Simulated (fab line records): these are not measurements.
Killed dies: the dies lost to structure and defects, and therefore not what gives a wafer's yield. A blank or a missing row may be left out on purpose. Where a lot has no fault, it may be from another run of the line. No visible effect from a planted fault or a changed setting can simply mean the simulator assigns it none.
fab line records	flow rit-cmos
record lots=15	wafers=45	last-day=7
route steps=202 shown M1@190
lots untouched by any fault: they come from a run of this same line in which no faults occurred
start-h: hours from the record's first day to the start of the lot's first wafer shown	wait-h: how many hours have passed since the lot's step before this one	" same as the row above	L1.1+2: one row covering several wafers at once	- either no value or no given start	* or withheld: withheld	< > ~ a bound
route shown NAME@n: a module of which the file shows steps, and the number in the route of the first	usual: mean/standard deviation taken from wafers without a fault	same: alike in all rows	chamber/n: place in a boat	sites: the reading at each site	_std_site: standard deviation across them	_edge_site: mean of outer sites minus mean of inner sites	radius-mm: how far each site lies from the wafer's centre	mask NAME#n: copy n	behind: the last tool/chamber to shape the wafer	hold: reason for holding the lot/hours on hold/outcome of the hold	device: the n, p or np transistor that did not switch	end of line: tests of these same wafers at the route's end	a step given without rows: its recipe and nothing more	killed: count of dies lost to structure and defects at first sort (not the wafer's yield)	map: shows each die of a wafer: x if killed, . if not, _ if none is there
set.NAME: the run value of the setting; set.NAME@STEP: its run value at that earlier step	model.NAME: the simulator's own value behind a step, which no gauge read
the route's steps for a sample of lots (tables are steps, rows are wafers)
services: the hour from which a tool's chamber was out of use, counted from the record's first day as start-h (under 0 if before that day), plus the number of hours and why
## steps
# step RIT_M1_EXPOSE_06
# recipe mask-id=M12	na=0.6	source-shape=conventional	sigma-outer=0.5	target-cd-nm=2600	dose-mj=250
lot.wafer	tool	chamber	start-h	wait-h	mask
L980.2+5+6	iline-stepper-01	0	56.31	0.2	M12#0
L981.3+4+6	iline-stepper-02	0	63.22	0.2	M12#0
L982.1+3+6	iline-stepper-02	0	68.86	0.1	M12#0
L983.3+4+5	iline-stepper-02	0	70.86	0.1	M12#0
L984.3+4+5	iline-stepper-02	0	79.21	0.1	M12#0
L985.1+2+3	iline-stepper-01	0	81.57	0.2	M12#0
L986.2+4+5	iline-stepper-02	0	90.45	0.2	M12#0
L987.3+5+6	iline-stepper-02	0	93.11	0.1	M12#0
L988.2+3+4	iline-stepper-01	0	99.82	0.2	M12#0
L992.2+5+6	iline-stepper-01	0	120.63	0.1	M12#0
L993.1+3+6	iline-stepper-01	0	122.67	0.1	M12#0
L995.3+4+5	iline-stepper-01	0	131.58	0.2	M12#0
L996.2+4+6	iline-stepper-02	0	136.92	0.2	M12#0
L999.1+4+5	iline-stepper-02	0	154.02	0.2	M12#0
L103.4+5+6	iline-stepper-02	0	170.74	0.2	M12#0
# step RIT_M1_OVL_MEAS_10
# usual M1_OVL=-0.9/1.5
lot.wafer	tool	chamber	start-h	wait-h	M1_OVL[nm]
L980.2	overlay-01	-	56.85	0.1	-0.2
L980.5	"	-	"	"	0.3
L980.6	"	-	"	"	-1.9
L981.3	overlay-02	-	63.75	0.1	-2.2
L981.4	"	-	"	"	-1.3
L981.6	"	-	"	"	-3.4
L982.1	overlay-02	-	69.41	0.1	-0.3
L982.3	"	-	"	"	1.2
L982.6	"	-	"	"	0.8
L983.3	overlay-02	-	71.42	0.1	-1.2
L983.4	"	-	"	"	-2.8
L983.5	"	-	"	"	-0.8
L984.3	overlay-02	-	79.73	0.1	-1.6
L984.4	"	-	"	"	-0.3
L984.5	"	-	"	"	-0.4
L985.1	overlay-02	-	82.12	0.1	2.1
L985.2	"	-	"	"	1.1
L985.3	"	-	"	"	1.2
L986.2	overlay-01	-	90.98	0.1	-0.6
L986.4	"	-	"	"	0.4
L986.5	"	-	"	"	0.8
L987.3	overlay-01	-	93.63	0.1	0.2
L987.5	"	-	"	"	0.7
L987.6	"	-	"	"	-1.0
L988.2	overlay-01	-	100.48	0.1	2.3
L988.3	"	-	"	"	1.1
L988.4	"	-	"	"	2.2
L992.2	overlay-02	-	121.16	0.1	355.5
L992.5	"	-	"	"	354.9
L992.6	"	-	"	"	356.1
L993.1	overlay-02	-	123.22	0.1	357.9
L993.3	"	-	"	"	359.0
L993.6	"	-	"	"	359.9
L995.3	overlay-02	-	132.10	0.1	359.5
L995.4	"	-	"	"	357.6
L995.5	"	-	"	"	359.0
L996.2	overlay-02	-	137.46	0.1	-1.3
L996.4	"	-	"	"	-1.8
L996.6	"	-	"	"	-0.2
L999.1	overlay-02	-	154.57	0.1	-1.7
L999.4	"	-	"	"	-1.6
L999.5	"	-	"	"	-1.0
L103.4	overlay-01	-	171.25	0.1	-1.7
L103.5	"	-	"	"	-0.5
L103.6	"	-	"	"	0.1
# step RIT_M1_PROBE_99
# usual defect-limited-yield=97.2/0.95	killed_at_M0_to_M3=0.0/0.16	killed-at-contacts=0.0/0.2	killed-at-front-end=7.2/2.5	killed-dies=7.3/2.5	killed-open=3.8/1.9	killed-short=3.5/1.8
# same gross-dies=264	killed_at_M4_up=0	killed-at-back-side=0	killed-at-other=0
lot.wafer	tool	chamber	start-h	wait-h	defect-limited-yield[%]	killed_at_M0_to_M3	killed-at-contacts	killed-at-front-end	killed-dies	killed-open	killed-short
L980.2	prober-02	-	59.43	0.1	98.1	0	0	5	5	3	2
L980.5	prober-02	-	59.58	0.2	97.7	0	0	6	6	3	3
L980.6	prober-02	-	59.63	0.2	95.8	0	0	11	11	7	4
L981.3	prober-01	-	66.55	0.2	98.1	0	0	5	5	5	0
L981.4	prober-01	-	66.60	0.2	95.8	0	0	11	11	4	7
L981.6	prober-01	-	66.70	0.2	97.0	0	0	8	8	4	4
L982.1	prober-02	-	71.95	0.1	95.8	0	0	11	11	6	5
L982.3	prober-02	-	72.05	0.2	96.2	0	0	10	10	7	3
L982.6	prober-02	-	72.20	0.2	97.3	0	0	7	7	4	3
L983.3	prober-01	-	74.05	0.2	96.6	0	1	8	9	5	4
L983.4	prober-01	-	74.10	0.2	95.8	0	0	11	11	7	4
L983.5	prober-01	-	74.15	0.2	96.6	0	0	9	9	7	2
L984.3	prober-02	-	82.36	0.2	96.6	0	0	9	9	4	5
L984.4	prober-02	-	82.41	0.2	97.3	0	0	7	7	5	2
L984.5	prober-02	-	82.46	0.2	98.9	0	0	3	3	0	3
L985.1	prober-02	-	84.66	0.1	95.5	0	0	12	12	7	5
L985.2	prober-02	-	84.71	0.1	96.6	0	0	9	9	4	5
L985.3	prober-02	-	84.76	0.2	97.0	0	0	8	8	4	4
L986.2	prober-01	-	93.59	0.1	98.5	0	0	4	4	2	2
L986.4	prober-01	-	93.69	0.2	97.7	0	0	6	6	2	4
L986.5	prober-01	-	93.74	0.2	98.5	0	0	4	4	2	2
L987.3	prober-02	-	96.28	0.2	95.8	0	0	11	11	8	3
L987.5	prober-02	-	96.38	0.2	97.0	0	0	8	8	4	3
L987.6	prober-02	-	96.43	0.2	98.5	0	0	4	4	3	0
L988.2	prober-01	-	103.08	0.1	97.7	0	0	6	6	3	3
L988.3	prober-01	-	103.13	0.2	97.7	0	0	6	6	6	0
L988.4	prober-01	-	103.18	0.2	97.3	0	1	6	7	5	2
L992.2	prober-02	-	123.75	0.1	97.0	0	0	8	8	3	5
L992.5	prober-02	-	123.90	0.2	97.0	0	0	8	8	3	5
L992.6	prober-02	-	123.95	0.2	96.2	0	0	10	10	3	7
L993.1	prober-01	-	125.76	0.1	99.2	0	0	2	2	1	1
L993.3	prober-01	-	125.86	0.2	98.9	0	0	3	3	1	2
L993.6	prober-01	-	126.01	0.2	98.1	0	0	5	5	2	3
L995.3	prober-01	-	134.73	0.2	97.3	0	0	7	7	0	7
L995.4	prober-01	-	134.78	0.2	96.6	0	0	9	9	5	4
L995.5	prober-01	-	134.83	0.2	97.7	0	0	6	6	3	3
L996.2	prober-02	-	140.09	0.1	97.3	1	0	6	7	2	5
L996.4	prober-02	-	140.19	0.2	97.0	0	0	8	8	5	3
L996.6	prober-02	-	140.29	0.2	96.2	0	0	10	10	6	4
L999.1	prober-01	-	157.11	0.1	96.6	0	0	9	9	5	4
L999.4	prober-01	-	157.26	0.2	98.1	0	0	5	5	1	4
L999.5	prober-01	-	157.31	0.2	97.0	0	0	8	8	6	2
L103.4	prober-01	-	173.95	0.2	96.6	0	0	9	9	4	5
L103.5	prober-01	-	174.00	0.2	98.5	0	0	4	4	3	1
L103.6	prober-01	-	174.05	0.2	98.5	0	0	4	4	2	2
# killed by level:class
L980.2 REOX:geometric-particle:short=1 REOX:geometric-particle:open=1 SPACER:geometric-particle:open=1 SILICIDE:geometric-particle:short=1 SILICIDE:geometric-particle:open=1
L980.5 FOX1:geometric-particle:short=3 GATE:geometric-particle:open=2 REOX:geometric-particle:open=1
L980.6 GATE:geometric-particle:open=3 REOX:geometric-particle:short=3 SPACER:geometric-particle:open=2 FOX1:geometric-particle:open=1 FOX1:geometric-particle:short=1 REOX:geometric-particle:open=1
L981.3 GATE:geometric-particle:open=3 REOX:geometric-particle:open=1 SPACER:geometric-particle:open=1
L981.4 REOX:geometric-particle:open=2 REOX:geometric-particle:short=2 SILICIDE:geometric-particle:short=2 FOX1:geometric-particle:short=1 FOX2:geometric-particle:open=1 FOX2:geometric-particle:short=1 GATE:geometric-particle:short=1 SILICIDE:geometric-particle:open=1
L981.6 FOX2:geometric-particle:short=2 GATE:geometric-particle:open=2 FOX1:geometric-particle:short=1 REOX:geometric-particle:short=1 SPACER:geometric-particle:open=1 SILICIDE:geometric-particle:open=1
L982.1 GATE:geometric-particle:short=3 FOX2:geometric-particle:open=2 REOX:geometric-particle:short=2 FOX1:geometric-particle:open=1 GATE:geometric-particle:open=1 REOX:geometric-particle:open=1 SPACER:geometric-particle:open=1
L982.3 GATE:geometric-particle:short=3 FOX1:geometric-particle:open=2 FOX2:geometric-particle:open=2 GATE:geometric-particle:open=1 REOX:geometric-particle:open=1 SPACER:geometric-particle:open=1
L982.6 SILICIDE:geometric-particle:open=3 GATE:geometric-particle:short=2 GATE:geometric-particle:open=1 REOX:geometric-particle:short=1
L983.3 FOX2:geometric-particle:short=3 FOX2:geometric-particle:open=3 FOX1:geometric-particle:short=1 SILICIDE:geometric-particle:open=1 CONTACT:geometric-particle:open=1
L983.4 FOX2:geometric-particle:short=3 GATE:geometric-particle:open=2 REOX:geometric-particle:open=2 FOX1:geometric-particle:open=1 FOX2:geometric-particle:open=1 GATE:geometric-particle:short=1 SILICIDE:geometric-particle:open=1
L983.5 GATE:geometric-particle:open=2 SILICIDE:geometric-particle:open=2 FOX2:geometric-particle:short=1 FOX2:geometric-particle:open=1 REOX:geometric-particle:short=1 REOX:geometric-particle:open=1 SPACER:geometric-particle:open=1
L984.3 GATE:geometric-particle:short=3 FOX1:geometric-particle:short=2 GATE:geometric-particle:open=2 REOX:geometric-particle:open=2
L984.4 GATE:geometric-particle:open=3 SPACER:geometric-particle:short=2 REOX:geometric-particle:open=1 SPACER:geometric-particle:open=1
L984.5 FOX1:geometric-particle:short=1 GATE:geometric-particle:short=1 SPACER:geometric-particle:short=1
L985.1 GATE:geometric-particle:open=3 SILICIDE:geometric-particle:open=3 GATE:geometric-particle:short=2 FOX1:geometric-particle:open=1 FOX2:geometric-particle:short=1 REOX:geometric-particle:short=1 SILICIDE:geometric-particle:short=1
L985.2 FOX2:geometric-particle:open=2 REOX:geometric-particle:open=2 REOX:geometric-particle:short=2 GATE:geometric-particle:short=1 SPACER:geometric-particle:short=1 SILICIDE:geometric-particle:short=1
L985.3 REOX:geometric-particle:open=3 REOX:geometric-particle:short=2 FOX1:geometric-particle:open=1 FOX2:geometric-particle:short=1 GATE:geometric-particle:short=1
L986.2 FOX1:geometric-particle:open=1 FOX1:geometric-particle:short=1 GATE:geometric-particle:open=1 SILICIDE:geometric-particle:short=1
L986.4 FOX1:geometric-particle:open=1 GATE:geometric-particle:short=1 REOX:geometric-particle:short=1 REOX:geometric-particle:open=1 SPACER:geometric-particle:short=1 SILICIDE:geometric-particle:short=1
L986.5 GATE:geometric-particle:short=1 SPACER:geometric-particle:open=1 SILICIDE:geometric-particle:open=1 SILICIDE:geometric-particle:short=1
L987.3 GATE:geometric-particle:open=5 FOX1:geometric-particle:open=2 FOX1:geometric-particle:short=1 GATE:geometric-particle:short=1 SILICIDE:geometric-particle:short=1 SILICIDE:geometric-particle:open=1
L987.5 GATE:geometric-particle:open=2 SILICIDE:geometric-particle:short=2 FOX1:geometric-particle:short=1 FOX1:geometric-particle:open=1 SILICIDE:geometric-particle:open=1 GATE:coat-microbubble-printed=1
L987.6 GATE:geometric-particle:open=2 FOX1:geometric-particle:open=1 GATE:coat-microbubble-printed=1
L988.2 FOX1:geometric-particle:open=1 FOX2:geometric-particle:open=1 GATE:geometric-particle:short=1 GATE:geometric-particle:open=1 REOX:geometric-particle:short=1 SILICIDE:geometric-particle:short=1
L988.3 FOX2:geometric-particle:open=2 REOX:geometric-particle:open=2 FOX1:geometric-particle:open=1 GATE:geometric-particle:open=1
L988.4 GATE:geometric-particle:open=2 REOX:geometric-particle:open=2 REOX:geometric-particle:short=1 SILICIDE:geometric-particle:short=1 CONTACT:geometric-particle:open=1
L992.2 GATE:geometric-particle:short=2 REOX:geometric-particle:short=2 FOX1:geometric-particle:open=1 FOX1:geometric-particle:short=1 SPACER:geometric-particle:open=1 SILICIDE:geometric-particle:open=1
L992.5 GATE:geometric-particle:short=3 FOX2:geometric-particle:short=2 GATE:geometric-particle:open=2 SILICIDE:geometric-particle:open=1
L992.6 FOX2:geometric-particle:short=3 GATE:geometric-particle:open=2 FOX1:geometric-particle:open=1 GATE:geometric-particle:short=1 REOX:geometric-particle:short=1 SPACER:geometric-particle:short=1 SILICIDE:geometric-particle:short=1
L993.1 GATE:geometric-particle:open=1 SPACER:geometric-particle:short=1
L993.3 FOX1:geometric-particle:short=1 SILICIDE:geometric-particle:open=1 SILICIDE:geometric-particle:short=1
L993.6 GATE:geometric-particle:open=2 FOX1:geometric-particle:short=1 FOX2:geometric-particle:short=1 SPACER:geometric-particle:short=1
L995.3 SILICIDE:geometric-particle:short=3 GATE:geometric-particle:short=2 FOX1:geometric-particle:short=1 FOX2:geometric-particle:short=1
L995.4 FOX1:geometric-particle:short=2 FOX2:geometric-particle:open=2 FOX1:geometric-particle:open=1 GATE:geometric-particle:open=1 GATE:geometric-particle:short=1 REOX:geometric-particle:short=1 REOX:geometric-particle:open=1
L995.5 GATE:geometric-particle:short=1 GATE:geometric-particle:open=1 REOX:geometric-particle:short=1 REOX:geometric-particle:open=1 SPACER:geometric-particle:short=1 SILICIDE:geometric-particle:open=1
L996.2 GATE:geometric-particle:short=2 REOX:geometric-particle:short=2 SPACER:geometric-particle:open=2 M1:geometric-particle:short=1
L996.4 GATE:geometric-particle:short=3 GATE:geometric-particle:open=3 FOX1:geometric-particle:open=1 SPACER:geometric-particle:open=1
L996.6 GATE:geometric-particle:short=3 REOX:geometric-particle:open=3 SPACER:geometric-particle:open=2 SPACER:geometric-particle:short=1 STARTING-WAFER:geometric-particle:open=1
L999.1 GATE:geometric-particle:open=3 REOX:geometric-particle:short=2 SILICIDE:geometric-particle:open=2 GATE:geometric-particle:short=1 SPACER:geometric-particle:short=1
L999.4 FOX2:geometric-particle:short=2 FOX1:geometric-particle:open=1 FOX1:geometric-particle:short=1 SPACER:geometric-particle:short=1
L999.5 REOX:geometric-particle:open=2 SILICIDE:geometric-particle:short=2 SILICIDE:geometric-particle:open=2 FOX1:geometric-particle:open=1 GATE:geometric-particle:open=1
L103.4 FOX1:geometric-particle:short=3 FOX2:geometric-particle:open=2 FOX2:geometric-particle:short=1 GATE:geometric-particle:open=1 REOX:geometric-particle:short=1 SILICIDE:geometric-particle:open=1
L103.5 REOX:geometric-particle:open=2 FOX2:geometric-particle:open=1 GATE:geometric-particle:short=1
L103.6 FOX1:geometric-particle:open=1 FOX2:geometric-particle:short=1 GATE:geometric-particle:short=1 SPACER:geometric-particle:open=1
## services
tool	chamber	start-h	hours	kind
iline-stepper-01	0	81.80	-	calibration
iline-stepper-02	-	141.08	2.1	pm
iline-stepper-02	-	143.16	-	consumable-replace:lamp
## key
first-sign step=RIT_M1_OVL_MEAS_10	reading=M1_OVL	direction=up	sigmas=99+	usual=-0.9	struck=357.7
effect none on later readings
met-at RIT_M1_EXPOSE_06
struck-lots L992,L993,L995
onset-between 99.82 120.63
fault kind=scanner-matching-overlay	tool=iline-stepper-01	chamber=-	onset-h=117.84	steps=RIT_M1_EXPOSE_06	offset=360
